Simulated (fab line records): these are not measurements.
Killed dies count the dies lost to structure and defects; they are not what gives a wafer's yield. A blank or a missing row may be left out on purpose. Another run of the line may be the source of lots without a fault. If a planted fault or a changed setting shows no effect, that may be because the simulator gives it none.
Split-lot trial + flow berkeley-cmos170 + route with 331 steps; 5 lots, 23 wafers read

== ON THE SPLIT ==
At UCB170_SPACER_ETCHBACK_03 (etches SiO2 in CHF3/CF4/Ar, stops on Si, target depth 376 nm, time 100 s), the setting time-s was moved away from the recipe's 100 s on 9 of the 23 wafers read, by -14.3% to -6.6%. This setting was run at the recipe's value on the other wafers.

Reading taken at the split's own step.

== THE READING ==
oes-product-au, in a.u., at UCB170_SPACER_ETCHBACK_03 (etches SiO2 in CHF3/CF4/Ar, stops on Si, target depth 376 nm, time 100 s). Fault-free wafers of this fab line usually give 0.896 a.u., standard deviation 0.013 a.u.

| wafer  | tool, chamber at the split | time-s as run, s | against the recipe | oes-product-au, a.u. | against lot-mates on the recipe |
|--------|----------------------------|------------------|--------------------|----------------------|---------------------------------|
| L076.1 | rie-diel-04, 2             | 100              | recipe             | 0.882                | -                               |
| L076.2 | rie-diel-04, 0             | 100              | recipe             | 0.870                | -                               |
| L076.3 | rie-diel-04, 1             | 85.73            | -14.3%             | 0.999                | +0.129                          |
| L076.4 | rie-diel-04, 3             | 85.73            | -14.3%             | 0.999                | +0.129                          |
| L076.5 | rie-diel-04, 0             | 100              | recipe             | 0.857                | -                               |
| L077.2 | rie-diel-01, 1             | 100              | recipe             | 0.916                | -                               |
| L077.4 | rie-diel-01, 1             | 100              | recipe             | 0.909                | -                               |
| L077.5 | rie-diel-01, 3             | 100              | recipe             | 0.901                | -                               |
| L075.1 | rie-diel-01, 3             | 100              | recipe             | 0.888                | -                               |
| L075.2 | rie-diel-01, 2             | 91               | -9.0%              | 0.943                | +0.047                          |
| L075.3 | rie-diel-01, 1             | 91               | -9.0%              | 0.972                | +0.077                          |
| L075.4 | rie-diel-01, 3             | 100              | recipe             | 0.903                | -                               |
| L075.5 | rie-diel-01, 1             | 91               | -9.0%              | 0.986                | +0.091                          |
| L078.2 | rie-diel-04, 0             | 100              | recipe             | 0.891                | -                               |
| L078.3 | rie-diel-04, 2             | 93.42            | -6.6%              | 0.940                | +0.042                          |
| L078.4 | rie-diel-04, 3             | 100              | recipe             | 0.920                | -                               |
| L078.5 | rie-diel-04, 1             | 93.42            | -6.6%              | 0.962                | +0.064                          |
| L078.6 | rie-diel-04, 0             | 100              | recipe             | 0.882                | -                               |
| L083.1 | rie-diel-01, 1             | 91.7             | -8.3%              | 0.952                | +0.056                          |
| L083.2 | rie-diel-01, 3             | 100              | recipe             | 0.887                | -                               |
| L083.4 | rie-diel-01, 3             | 100              | recipe             | 0.889                | -                               |
| L083.5 | rie-diel-01, 1             | 100              | recipe             | 0.912                | -                               |
| L083.6 | rie-diel-01, 2             | 91.7             | -8.3%              | 0.938                | +0.042                          |

THE FIT
A straight line over all 23 wafers: oes-product-au changes by -0.00753 a.u. for each +1% of time-s; r = -0.92; the points scatter about the line by 0.017 a.u.
The same after taking each lot's own level away (the mean of its wafers on the recipe; 23 wafers): -0.00828 a.u. for each +1%; r = -0.95; scatter 0.014 a.u.
That fit puts the effect of the largest move of time-s on the reading at 0.12 a.u.
Across the lots, their own levels run from 0.8697 to 0.9087 a.u., a range of 3.0 times the standard deviation given above.
The two slopes are in agreement: the lot-to-lot level therefore moves the slope only a little.
Check: with one of the wafers moved furthest among these (-14.3%) left out of the fit, the line predicts +0.113 a.u. for it against its lot-mates. Against them it came out at +0.129 a.u.
Tool readings at the split's step, against how far the setting was moved: oes-product-au r = -0.92.

== THE OTHER SPLITS THESE WAFERS WENT THROUGH ==
Note: prior to the reading, these wafers also went through further splits. Each is held against what the fit with the lots' levels taken away leaves over:
| other split on the same wafers      | wafers away from the commonest value | r with oes-product-au (lot level and that fit taken away) |
|-------------------------------------|--------------------------------------|-----------------------------------------------------------|
| UCB170_ZERO_COAT_01 resist-thk-nm   | 6                                    | -0.40                                                     |
| UCB170_NWELL_OXIDATION_01 temp-c    | 10                                   | +0.15                                                     |
| UCB170_PWELL_OXIDATION_02 ox-time-s | 18                                   | +0.23                                                     |
| UCB170_PWELL_CVD_05 time-s          | 10                                   | -0.16                                                     |
| UCB170_FIELD_OXIDATION_01 temp-c    | 18                                   | -0.27                                                     |
| UCB170_PVT_IMPLANT_07 tilt-deg      | 8                                    | +0.28                                                     |
| UCB170_PLDD_IMPLANT_08 dose-cm2     | 7                                    | +0.01                                                     |
| UCB170_NLDD_IMPLANT_08 energy-kev   | 7                                    | +0.01                                                     |

== THE FILE'S OWN FIT ==
oes-product-au changes by -0.0082 a.u. for each +1% of time-s, r = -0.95.
